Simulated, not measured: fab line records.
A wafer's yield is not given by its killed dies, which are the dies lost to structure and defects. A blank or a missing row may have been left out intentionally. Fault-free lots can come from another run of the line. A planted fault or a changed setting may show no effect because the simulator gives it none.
Which tool is to blame? / flow ritCmos / Sampling: 14 lots, 42 wafers, 2 of 202 route steps

WHAT EACH GAUGE READ, for each wafer
The record lacks any reading of a measuring or inspecting step that a usual standard deviation could be used to judge.

EACH LOT AND THE TOOL THAT RAN IT (in order: tool; ch and the chambers of the sampled wafers; start)
lot=L449; RIT_CONTACT_ETCH_11=rieDiel-03 ch 0,1,3, day 3 06:24; RIT_M1_PROBE_99=-
lot=L450; RIT_CONTACT_ETCH_11=rieDiel-02 ch 0,1,3, day 3 11:56; RIT_M1_PROBE_99=prober-01, day 3 17:13
lot=L452; RIT_CONTACT_ETCH_11=rieDiel-03 ch 0,1, day 4 00:05; RIT_M1_PROBE_99=-
lot=L453; RIT_CONTACT_ETCH_11=rieDiel-04 ch 0,3, day 4 02:59; RIT_M1_PROBE_99=-
lot=L454; RIT_CONTACT_ETCH_11=rieDiel-04 ch 0,2,3, day 4 06:28; RIT_M1_PROBE_99=-
lot=L455; RIT_CONTACT_ETCH_11=rieDiel-02 ch 0,1,2, day 4 12:08; RIT_M1_PROBE_99=prober-01, day 4 17:14
lot=L458; RIT_CONTACT_ETCH_11=rieDiel-04 ch 1,2,3, day 5 06:22; RIT_M1_PROBE_99=-
lot=L462; RIT_CONTACT_ETCH_11=rieDiel-03 ch 1,2,3, day 6 00:59; RIT_M1_PROBE_99=-
lot=L464; RIT_CONTACT_ETCH_11=rieDiel-03 ch 0,1,3, day 6 10:49; RIT_M1_PROBE_99=-
lot=L465; RIT_CONTACT_ETCH_11=rieDiel-03 ch 1,2, day 6 17:59; RIT_M1_PROBE_99=-
lot=L466; RIT_CONTACT_ETCH_11=rieDiel-03 ch 1,3, day 6 22:56; RIT_M1_PROBE_99=-
lot=L468; RIT_CONTACT_ETCH_11=rieDiel-03 ch 0,1,2, day 7 04:14; RIT_M1_PROBE_99=-
lot=L469; RIT_CONTACT_ETCH_11=rieDiel-04 ch 0,1,2, day 7 13:45; RIT_M1_PROBE_99=-
lot=L471; RIT_CONTACT_ETCH_11=rieDiel-04 ch 0,2, day 7 21:16; RIT_M1_PROBE_99=prober-02, day 8 02:18
- RIT_CONTACT_ETCH_11: etches SiO2 in CHF3/CF4/Ar, stops on TiSi2, target depth 480 nm, time 320 s.
- RIT_M1_PROBE_99

AS READ BY THE TOOLS THEMSELVES (means over the sampled wafers that have a number; for cases with no such wafer, the mark the record gives instead)
RIT_CONTACT_ETCH_11.
lot=L449; tool=rieDiel-03; drypumpMotorCurrentA (A)=5.5; oesProductAu (a.u.)=0.990; runLengthS (s)=348.6; throttleValvePct (%)=8.83
lot=L450; tool=rieDiel-02; drypumpMotorCurrentA (A)=5.7; oesProductAu (a.u.)=0.987; runLengthS (s)=348.1; throttleValvePct (%)=8.86
lot=L452; tool=rieDiel-03; drypumpMotorCurrentA (A)=5.9; oesProductAu (a.u.)=0.989; runLengthS (s)=348.6; throttleValvePct (%)=8.81
lot=L453; tool=rieDiel-04; drypumpMotorCurrentA (A)=6.1; oesProductAu (a.u.)=1.003; runLengthS (s)=348.2; throttleValvePct (%)=8.85
lot=L454; tool=rieDiel-04; drypumpMotorCurrentA (A)=6.1; oesProductAu (a.u.)=0.983; runLengthS (s)=365.4; throttleValvePct (%)=8.81
lot=L455; tool=rieDiel-02; drypumpMotorCurrentA (A)=5.6; oesProductAu (a.u.)=0.988; runLengthS (s)=348.1; throttleValvePct (%)=8.89
lot=L458; tool=rieDiel-04; drypumpMotorCurrentA (A)=6.1; oesProductAu (a.u.)=0.973; runLengthS (s)=365.8; throttleValvePct (%)=8.78
lot=L462; tool=rieDiel-03; drypumpMotorCurrentA (A)=5.6; oesProductAu (a.u.)=0.980; runLengthS (s)=348.8; throttleValvePct (%)=8.85
lot=L464; tool=rieDiel-03; drypumpMotorCurrentA (A)=5.5; oesProductAu (a.u.)=0.988; runLengthS (s)=348.5; throttleValvePct (%)=8.82
lot=L465; tool=rieDiel-03; drypumpMotorCurrentA (A)=5.9; oesProductAu (a.u.)=0.972; runLengthS (s)=349.1; throttleValvePct (%)=8.85
lot=L466; tool=rieDiel-03; drypumpMotorCurrentA (A)=5.6; oesProductAu (a.u.)=0.977; runLengthS (s)=348.9; throttleValvePct (%)=8.82
lot=L468; tool=rieDiel-03; drypumpMotorCurrentA (A)=5.8; oesProductAu (a.u.)=0.990; runLengthS (s)=348.6; throttleValvePct (%)=8.85
lot=L469; tool=rieDiel-04; drypumpMotorCurrentA (A)=6.2; oesProductAu (a.u.)=1.000; runLengthS (s)=348.7; throttleValvePct (%)=8.74
lot=L471; tool=rieDiel-04; drypumpMotorCurrentA (A)=6.3; oesProductAu (a.u.)=0.989; runLengthS (s)=348.3; throttleValvePct (%)=8.72

RIT_M1_PROBE_99.
lot=L450 tool=prober-01 killedAtContacts=0.0 killedAtFrontEnd=5.3 killedDies=5.3 killedOpen=3.3 killedShort=2.0
lot=L455 tool=prober-01 killedAtContacts=0.0 killedAtFrontEnd=5.7 killedDies=5.7 killedOpen=3.0 killedShort=2.7
lot=L471 tool=prober-02 killedAtContacts=0.0 killedAtFrontEnd=6.0 killedDies=6.0 killedOpen=3.7 killedShort=2.3

THE ANSWER, worked out from the rows above alone
Rule: the usual values come from the lots themselves. The widest of any qualifying gaps counts: lots, ordered by their means at a reading, are off when they make up no more than a third of the lots, leave a main group of 4 or more, and stand apart from it by 3 or more times the standard deviation of that group's means. Not used: any main group whose means are identical at the precision the tables above print for the reading. Also off: a lot with no number at a reading for which 4 or more lots have one. All remaining lots with rows at the step are treated as sound. First the gauges in route order, then the tools' own readings, where a lot's mean is used as printed above. At the first step where some lot is off, the reading lying furthest off is the one used; lots without a number count as furthest.
Off at RIT_CONTACT_ETCH_11 (runLengthS): L454, L458. The main group: mean 348.5 s, standard deviation 0.3.
If a tool, at that step or one of the process steps before it, ran each lot that is off and ran no sound lot following the first of them, it fits. None of those tried fits.

WHAT HAD BEEN PUT IN BY THE SIMULATOR
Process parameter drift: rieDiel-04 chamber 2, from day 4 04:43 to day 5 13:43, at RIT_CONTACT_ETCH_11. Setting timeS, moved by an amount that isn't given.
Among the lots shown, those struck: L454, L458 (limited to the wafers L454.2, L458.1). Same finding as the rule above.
